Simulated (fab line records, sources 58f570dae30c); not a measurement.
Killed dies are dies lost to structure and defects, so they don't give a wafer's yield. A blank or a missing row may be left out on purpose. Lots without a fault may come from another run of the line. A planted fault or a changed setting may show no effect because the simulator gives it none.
Chamber matching | flow berkeley_cmos170 | UCB170_V2_CMP_02 on cmp-02: 4 sister chambers
The step polishes SiO2. 4 wafers are shown with their chamber, then 8 later ones without.

WAFERS WITH THEIR CHAMBER
wafer  | chamber | motor_current_A (A)
L322.1 | 1       | 17.5
L322.3 | 0       | 14.3
L322.4 | 2       | 15.7
L323.1 | 3       | 16.8

WAFERS WITHOUT THEIR CHAMBER
wafer  | motor_current_A (A)
L323.4 | 15.9
L323.5 | 14.5
L320.2 | 15.5
L320.3 | 17.1
L320.4 | 16.2
L319.3 | 15.9
L319.4 | 14.7
L319.6 | 17.9

WHICH CHAMBER EACH WENT THROUGH
wafer  | from the rows above     | in truth
L323.4 | 2                       | 2
L323.5 | 0                       | 0
L320.2 | 2                       | 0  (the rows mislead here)
L320.3 | can't be placed: 3 or 1 | 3
L320.4 | can't be placed: 2 or 3 | 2
L319.3 | 2                       | 2
L319.4 | can't be placed: 0 or 2 | 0
L319.6 | 1                       | 1
Placed correctly: 4 of 8. Can't be placed from these rows: 3 (the true chamber is among the candidates in 3). Placed wrongly: 1.
How it was worked out, from the rows above alone: a wafer's distance from a chamber is the root of the sum, over the readings, of the square of ((its reading less the chamber's mean) divided by the reading's scatter). The wafer belongs to the nearest chamber; if the next one is less than 2 further off, it can't be placed. A chamber's mean is the mean of its shown wafers. The scatter: with one shown wafer a chamber, the root of the mean of the squares of how far each hidden wafer lies from its nearest shown one.
